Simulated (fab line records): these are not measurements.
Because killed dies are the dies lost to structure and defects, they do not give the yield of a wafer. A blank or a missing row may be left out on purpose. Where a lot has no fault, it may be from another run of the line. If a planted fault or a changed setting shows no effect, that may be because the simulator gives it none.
Struck lot and sound lot, side by side	flow berkeley_cmos170	24 steps out of a route of 331
Sound: the wafers L630.1, L630.2, L630.5. Wafers struck: L631.1, L631.4, L631.6. The cause is named last.
Each step with rows lists, per side, the tool, then ch with its chambers, then its first start. Under that, the readings that differ: sound wafers	struck wafers	difference of the means	sigmas: that difference in standard deviations of wafers without a fault.
alike: same words and numbers on both sides, and readings whose means sit less than 2 such deviations apart. not compared: any withheld reading, any reading some wafer has no value for, any bound like >300 that may hide the same value, and any number with overlapping values for which the record gives no deviation.
Wherever a step has rows on one side only, a row that says differs or no value, or a row with sigmas, the two part there. When numbers do not overlap yet have no deviation, they are printed without sigmas and do not part them. Lack of a reading on every wafer of one side parts them only where that side has two or more wafers.

UCB170_NWELL_ETCH_13: etches Si3N4 in CH3F/Ar/O2, stops on SiO2, target depth 246.4 nm, time 154 s.
  sound on rie_diel-01 ch 0,2, day 4 15:11; struck on rie_diel-01 ch 0,1,3, day 5 00:46
  alike: drypump_motor_current_A, oes_product_au, throttle_valve_pct
  not compared: rf_hours_counter_h
following that, these wafers have no rows for 1 step: UCB170_NWELL_IMPLANT_14.
UCB170_NWELL_STRIP_15: strips in O2.
  sound on plasma_asher-02 ch 0,1, day 4 15:26; struck on plasma_asher-02 ch 0,1, day 5 01:01
  alike: drypump_motor_current_A, oes_product_au, strip_time_to_endpoint_s
  not compared: rf_hours_counter_h
UCB170_NWELL_TW_MEAS_16:
  sound: film_metro-02 at day 4 15:32; struck: film_metro-02 at day 5 01:07
  alike: NWELL_TW
then, 6 steps without rows for these wafers: UCB170_NWELL_CLEAN_17 (cleans in SPM, time 600 s); UCB170_NWELL_WET_ETCH_18 (etches Si3N4 in H3PO4, time 14400 s); UCB170_NWELL_WET_ETCH_19 (etches SiO2 in BOE, time 22 s); UCB170_PWELL_CLEAN_00 (cleans in SPM, time 600 s); UCB170_PWELL_CLEAN_01 (cleans in dHF, time 60 s); UCB170_PWELL_OXIDATION_02 (target thk 26.4 nm, ox time 1260 s).
UCB170_PWELL_THK_MEAS_03:
  sound: film_metro-02 at day 5 03:38; struck: film_metro-03 at day 5 10:32
  alike: PWELL_OXIDE_THK
then, 1 step without rows for these wafers: UCB170_PWELL_ANNEAL_04 (time 900 s).
UCB170_PWELL_CVD_05: deposits Si3N4 from SiH2Cl2/NH3, target thk 220 nm, time 3300 s.
  sound on lpcvd-01 ch 0, day 5 09:08; struck on lpcvd-01 ch 1, day 5 17:06
reading	sound	struck	difference	sigmas
pressure_mtorr (mTorr)	199.7 199.5 200.0	239.6 240.3 240.1	+40.3	+99 or more
model.Si3N4_of_PWELL_CVD_05.thk_nm (nm)	221.3 219.2 221.3	232.5 230.8 231.9	+11.1	
  alike: nh3_flow_sccm, sih2cl2_flow_sccm
UCB170_PWELL_THK_MEAS_06:
  sound: film_metro-02 at day 5 11:04; struck: film_metro-01 at day 5 19:02
reading	sound	struck	difference	sigmas
PWELL_NITRIDE_THK (nm)	221.4 219.1 221.6	232.6 230.8 231.8	+11.0	+7
then, 6 steps without rows for these wafers: UCB170_PWELL_HMDS_07 (prime time 60 s); UCB170_PWELL_COAT_08 (resist thk 900 nm); UCB170_PWELL_SOFTBAKE_09 (time 60 s); UCB170_PWELL_EXPOSE_10 (exposes mask PWELL, target cd 3000 nm); UCB170_PWELL_PEB_11; UCB170_PWELL_DEVELOP_12 (develop time 45 s).
UCB170_PWELL_OVL_MEAS_13:
  sound: overlay-01 at day 5 12:46; struck: overlay-02 at day 5 20:17
  alike: PWELL_OVL
UCB170_PWELL_ETCH_14: etches Si3N4 in CH3F/Ar/O2, stops on SiO2, target depth 242 nm, time 151 s.
  sound on rie_diel-03 ch 0,2, day 5 12:48; struck on rie_diel-02 ch 1,2,3, day 5 20:19
reading	sound	struck	difference	sigmas
model.etch.depth_nm (nm)	221.3 219.2 221.3	232.5 230.8 231.9	+11.1	
  alike: drypump_motor_current_A, oes_product_au, throttle_valve_pct
  not compared: rf_hours_counter_h
following that, these wafers have no rows for 1 step: UCB170_PWELL_IMPLANT_15.
UCB170_M3_PROBE_99:
  the record holds rows for the sound wafers here (prober-02, day 10 21:44) but none for the struck ones

## WHERE THEY PART
Earliest at UCB170_PWELL_CVD_05; latest, in this record, at UCB170_M3_PROBE_99.

WHY: whatever the simulator had introduced
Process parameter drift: lpcvd-01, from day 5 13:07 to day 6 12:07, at UCB170_PWELL_CVD_05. The setting pressure_mtorr was moved by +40, starting from 200. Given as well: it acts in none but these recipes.
